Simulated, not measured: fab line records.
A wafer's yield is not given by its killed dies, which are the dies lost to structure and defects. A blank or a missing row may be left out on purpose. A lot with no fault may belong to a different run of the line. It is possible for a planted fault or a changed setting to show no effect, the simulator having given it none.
fab line records | flow berkeley-cmos170
[record] lots = 14 wafers = 42 last-day = 12
route steps=331 shown PFIELD@80 SILICIDE@211 CONTACT@236 M1@240
lots untouched by any fault: they come from a run of this same line in which no faults occurred
start-h: the number of hours between the record's first day and the start of the first shown wafer of the lot | wait-h: hours from the lot's prior step to this one | " repeats the value in the row above | L1.1+2: a row that stands for several wafers | - either no value or no given start | * or withheld: withheld | < > ~ a bound
route shown NAME@n: a module of which the file shows steps, and the number in the route of the first | usual: average and standard deviation across the fault-free wafers | same: alike in all rows | chamber/n: place in a boat | sites: each site's reading | _std_site: their standard deviation | _edge_site: mean of outer sites minus mean of inner sites | radius-mm: how far each site lies from the wafer's centre | mask NAME#n: copy n | behind: tool/chamber where the wafer was last shaped | hold: why the lot was held/for how many hours/how that ended | device: whichever transistor did not switch (one of n, p or np) | end of line: the tests these same wafers got at the end of their route | a step with no rows: only its recipe | killed: the dies lost at the first sort to structure and to defects; this is not the yield of the wafer | map: shows each die of a wafer: x if killed, . if not, _ if none is there
set.NAME: the setting the step ran with; set.NAME@STEP: the setting that earlier step ran with | model.NAME: the simulator's own value behind a step, which no gauge read
route steps across a sampled set of lots; one table per step, one row per wafer
services: when a tool's chamber went out of use (start-h, in hours from the record's first day, below 0 if earlier), for how many hours, and the reason
[[steps]]
[step UCB170_PFIELD_COAT_01]
[recipe] resist = KrF spin-rpm = 1500 resist-thk-nm = 900
// columns lot.wafer tool chamber start-h wait-h
L388.4+5+6 litho-track-04 0 108.05 0.1
L391.2+3+5 litho-track-02 0 108.09 0.1
L392.2+3+5 litho-track-01 0 117.11 0.1
L396.1+2+3 litho-track-02 0 130.52 0.1
L395.3+4+5 litho-track-01 0 131.01 0.1
L398.4+5+6 litho-track-02 0 141.00 0.1
L399.4+5+6 litho-track-02 0 141.45 0.1
L400.3+4+6 litho-track-02 0 157.41 0.1
L403.1+4+6 litho-track-01 0 157.60 0.1
L402.2+4+6 litho-track-02 0 157.83 0.1
L406.2+3+5 litho-track-02 0 179.45 0.1
L404.2+4+5 litho-track-04 0 179.52 0.1
L407.3+5+6 litho-track-04 0 185.19 0.1
L411.2+3+5 litho-track-04 0 199.32 0.1
[step UCB170_PFIELD_STRIP_08]
[recipe] chemistry = O2 power-w = 400 pressure-mtorr = 3500 platen-temp-c = withheld o2-flow-sccm = 400 overash-fraction = 0.5
[usual] drypump-motor-current-A = 6.1/0.43 o2-flow-sccm = 399.9/1.1 oes-product-au = 0.734/0.0044 strip-time-to-endpoint-s = 21.60/0.066
// columns lot.wafer tool chamber start-h wait-h drypump-motor-current-A o2-flow-sccm oes-product-au rf-hours-counter-h strip-time-to-endpoint-s
L388.4 plasma-asher-03 1 110.17 0.1 6.4 399.4 0.737 - 21.54
L388.5 " 0 " " 5.2 400.8 0.737 - 21.54
L388.6 " 1 " " 6.4 397.6 0.734 - 21.51
L391.2 plasma-asher-02 0 110.18 0.1 6.1 399.2 0.743 36 21.65
L391.3 " 0 " " 6.1 400.2 0.734 - 21.74
L391.5 " 1 " " 6.4 400.6 0.734 - 21.69
L392.2 plasma-asher-03 0 122.51 0.1 5.2 400.2 0.742 35 21.53
L392.3 " 1 " " 6.4 401.0 0.728 - 21.58
L392.5 " 1 " " 6.4 401.5 0.730 - 21.51
L396.1 plasma-asher-02 1 131.40 0.1 6.3 400.3 0.733 39 21.61
L396.2 " 0 " " 6.2 401.0 0.735 39 21.61
L396.3 " 1 " " 6.3 397.4 0.737 - 21.58
L395.3 plasma-asher-01 1 132.00 0.1 6.0 399.5 0.736 - 21.52
L395.4 " 0 " " 6.2 397.5 0.733 - 21.50
L395.5 " 0 " " 6.3 400.7 0.726 - 21.54
L398.4 plasma-asher-02 1 142.17 0.1 6.4 397.6 0.730 - 21.62
L398.5 " 0 " " 6.2 401.4 0.738 - 21.68
L398.6 " 1 " " 6.3 399.0 0.739 - 21.62
L399.4 plasma-asher-03 1 142.89 0.1 6.4 399.7 0.738 - 21.54
L399.5 " 1 " " 6.4 400.6 0.731 - 21.62
L399.6 " 0 " " 5.2 398.8 0.732 - 21.56
L400.3 plasma-asher-03 1 159.12 0.1 6.4 401.3 0.734 - 21.59
L400.4 " 0 " " 5.1 400.2 0.723 - 21.63
L400.6 " 0 " " 5.2 401.1 0.738 - 21.65
L403.1 plasma-asher-02 1 159.35 0.1 6.3 399.9 0.738 43 21.65
L403.4 " 0 " " 6.1 399.0 0.735 - 21.68
L403.6 " 1 " " 6.3 402.3 0.729 - 21.67
L402.2 plasma-asher-03 0 159.38 0.1 5.2 399.8 0.526 39 6.74
L402.4 " 0 " " 5.2 400.1 0.518 - 6.74
L402.6 " 1 " " 6.4 399.9 0.522 - 6.72
L406.2 plasma-asher-02 0 181.16 0.1 6.2 399.3 0.533 47 6.77
L406.3 " 0 " " 6.2 398.5 0.509 - 6.73
L406.5 " 0 " " 6.2 399.8 0.514 - 6.73
L404.2 plasma-asher-02 0 181.31 0.1 6.1 402.3 0.736 47 21.59
L404.4 " 0 " " 6.1 400.3 0.745 - 21.57
L404.5 " 0 " " 6.1 400.6 0.737 - 21.59
L407.3 plasma-asher-01 0 186.47 0.1 6.3 398.2 0.731 - 21.57
L407.5 " 1 " " 6.0 398.6 0.738 - 21.56
L407.6 " 0 " " 6.3 399.9 0.733 - 21.56
L411.2 plasma-asher-03 1 200.51 0.1 6.4 399.8 0.732 42 21.63
L411.3 " 1 " " 6.4 401.2 0.735 - 21.56
L411.5 " 0 " " 5.2 399.2 0.737 - 21.60
[step UCB170_SILICIDE_SPUTTER_01]
[recipe] material = Ti target-thk-nm = 30 time-s = 25 power-w = 1500 chamber-pressure-pa = 0.5
[usual] throttle-valve-pct = 29.8/0.97
[same] time-s = 25
// columns lot.wafer tool chamber start-h wait-h throttle-valve-pct
L391.2 pvd-sputter-03 - 179.06 0.0 31.9
L391.3 " - " " 30.2
L391.5 " - " " 29.4
L388.4 pvd-sputter-02 - 179.41 0.0 30.2
L388.5 " - " " 29.8
L388.6 " - " " 28.2
L392.2 pvd-sputter-02 - 195.30 0.0 28.3
L392.3 " - " " 29.8
L392.5 " - " " 29.8
L396.1 pvd-sputter-01 - 196.28 0.0 29.9
L396.2 " - " " 29.3
L396.3 " - " " 30.3
L395.3 pvd-sputter-02 - 196.89 0.0 28.0
L395.4 " - " " 30.0
L395.5 " - " " 30.2
L399.4 pvd-sputter-03 - 211.40 0.0 30.4
L399.5 " - " " 32.0
L399.6 " - " " 28.6
L398.4 pvd-sputter-02 - 211.94 0.0 29.9
L398.5 " - " " 30.3
L398.6 " - " " 29.4
L400.3 pvd-sputter-02 - 221.36 0.0 30.0
L400.4 " - " " 29.6
L400.6 " - " " 30.2
L403.1 pvd-sputter-01 - 221.49 0.0 29.1
L403.4 " - " " 29.1
L403.6 " - " " 30.1
L402.2 pvd-sputter-03 - 221.84 0.0 29.6
L402.4 " - " " 30.3
L402.6 " - " " 30.2
L404.2 pvd-sputter-01 - 252.75 0.0 30.5
L404.4 " - " " 30.0
L404.5 " - " " 30.2
L407.3 pvd-sputter-03 - 253.16 0.0 28.7
L407.5 " - " " 29.1
L407.6 " - " " 32.0
L406.2 pvd-sputter-02 - 253.35 0.0 30.1
L406.3 " - " " 28.3
L406.5 " - " " 29.8
L411.2 pvd-sputter-02 - 269.43 0.0 29.5
L411.3 " - " " 30.5
L411.5 " - " " 29.8
[step UCB170_CONTACT_CD_MEAS_90]
[recipe] target-cd-nm = 700
[usual] cd-nm = 700.0/1.5
// columns lot.wafer tool chamber start-h wait-h cd-nm
L391.2 cd-sem-02 - 184.55 0.1 700.7
L391.3 " - " " 701.6
L391.5 " - " " 701.9
L388.4 cd-sem-01 - 186.20 0.1 698.3
L388.5 " - " " 699.1
L388.6 " - " " 699.6
L392.2 cd-sem-01 - 201.45 0.1 701.1
L392.3 " - " " 699.6
L392.5 " - " " 700.0
L396.1 cd-sem-02 - 202.02 0.1 701.2
L396.2 " - " " 699.8
L396.3 " - " " 700.7
L395.3 cd-sem-01 - 205.00 0.1 701.6
L395.4 " - " " 701.9
L395.5 " - " " 701.4
L399.4 cd-sem-01 - 216.31 0.1 700.6
L399.5 " - " " 698.3
L399.6 " - " " 699.8
L398.4 cd-sem-01 - 218.95 0.1 699.4
L398.5 " - " " 698.4
L398.6 " - " " 699.8
L400.3 cd-sem-02 - 225.82 0.1 702.9
L400.4 " - " " 703.6
L400.6 " - " " 702.2
L402.2 cd-sem-02 - 228.07 0.1 698.3
L402.4 " - " " 698.7
L402.6 " - " " 699.6
L403.1 cd-sem-01 - 228.12 0.1 698.7
L403.4 " - " " 700.5
L403.6 " - " " 700.1
L404.2 cd-sem-01 - 258.88 0.1 699.3
L404.4 " - " " 698.5
L404.5 " - " " 700.5
L406.2 cd-sem-01 - 259.05 0.1 698.5
L406.3 " - " " 697.7
L406.5 " - " " 699.3
L407.3 cd-sem-01 - 259.34 0.1 702.7
L407.5 " - " " 702.7
L407.6 " - " " 704.3
L411.2 cd-sem-02 - 274.77 0.1 700.7
L411.3 " - " " 698.7
L411.5 " - " " 700.6
[step UCB170_M1_THK_MEAS_02]
[recipe] thk-meas-gauge = xrf reads = Al_of_M1_SPUTTER_00
[usual] M1_AL_THK = 609/6.4
// columns lot.wafer tool chamber start-h wait-h M1_AL_THK[nm]
L391.2 film-metro-03 - 185.02 0.1 600
L391.3 " - " " 607
L391.5 " - " " 607
L388.4 film-metro-03 - 186.65 0.1 615
L388.5 " - " " 619
L388.6 " - " " 617
L392.2 film-metro-01 - 201.91 0.1 603
L392.3 " - " " 607
L392.5 " - " " 606
L396.1 film-metro-01 - 202.50 0.1 605
L396.2 " - " " 606
L396.3 " - " " 606
L395.3 film-metro-04 - 205.63 0.1 620
L395.4 " - " " 613
L395.5 " - " " 603
L399.4 film-metro-01 - 216.75 0.1 611
L399.5 " - " " 609
L399.6 " - " " 609
L398.4 film-metro-04 - 219.39 0.1 616
L398.5 " - " " 614
L398.6 " - " " 618
L400.3 film-metro-03 - 226.28 0.1 627
L400.4 " - " " 618
L400.6 " - " " 621
L403.1 film-metro-03 - 229.91 0.1 609
L403.4 " - " " 612
L403.6 " - " " 617
L402.2 film-metro-04 - 229.92 0.1 606
L402.4 " - " " 603
L402.6 " - " " 609
L404.2 film-metro-01 - 259.34 0.1 604
L404.4 " - " " 614
L404.5 " - " " 608
L406.2 film-metro-04 - 259.53 0.1 613
L406.3 " - " " 613
L406.5 " - " " 614
L407.3 film-metro-03 - 259.81 0.1 600
L407.5 " - " " 599
L407.6 " - " " 600
L411.2 film-metro-01 - 275.24 0.1 607
L411.3 " - " " 615
L411.5 " - " " 599
[[services]]
// columns tool chamber start-h hours kind
pvd-sputter-02 - 84.35 2.1 repair
pvd-sputter-03 - 91.84 0.6 repair
pvd-sputter-02 - 100.71 4.0 repair
plasma-asher-01 - 108.75 9.0 pm
plasma-asher-01 0 108.75 9.0 vent-cycle
plasma-asher-01 1 108.75 9.0 vent-cycle
pvd-sputter-01 - 112.99 8.2 repair
plasma-asher-03 - 114.89 1.6 repair
plasma-asher-01 0 117.75 - clean
plasma-asher-01 1 117.75 - clean
plasma-asher-03 - 126.92 0.7 repair
plasma-asher-03 - 164.46 28.1 pm
pvd-sputter-01 - 167.64 28.5 repair
pvd-sputter-01 3 204.91 - consumable-replace:kit
pvd-sputter-01 3 204.91 18.0 scheduled-down
pvd-sputter-01 3 204.91 18.0 vent-cycle
plasma-asher-03 - 206.47 0.7 repair
plasma-asher-01 - 229.83 2.7 repair
pvd-sputter-03 - 256.59 6.5 repair
pvd-sputter-01 - 256.91 13.0 repair
plasma-asher-01 - 257.41 1.2 repair
pvd-sputter-01 - 264.86 7.6 repair
[[key]]
[first-sign] step = UCB170_PFIELD_STRIP_08 reading = strip-time-to-endpoint-s direction = down sigmas = 99+ usual = * struck = *
[effect] step = UCB170_PFIELD_STRIP_08 reading = oes-product-au direction = down sigmas = 49 usual = 0.734 struck = 0.520
met-at UCB170_PFIELD_COAT_01
struck-lots L402,L406
tester-left-out L402,L406
not-acting-at UCB170_SILICIDE_SPUTTER_01,UCB170_CONTACT_CD_MEAS_90,UCB170_M1_THK_MEAS_02
onset-between 157.41 157.83
[fault] kind = process-parameter-drift tool = litho-track-02 chamber = - onset-h = 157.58 steps = UCB170_PFIELD_COAT_01 channel = resist-thk-nm offset = * shape = step end-h = 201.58 acts-in = * stated = *
// tester-left-out: of these lots the tester's yield and bins aren't shown, on N5 and GAA mostly nor the transistor test; their killed dies are dies lost to structure and defects alone, not to doping, threshold or leakage, so they don't give the yield
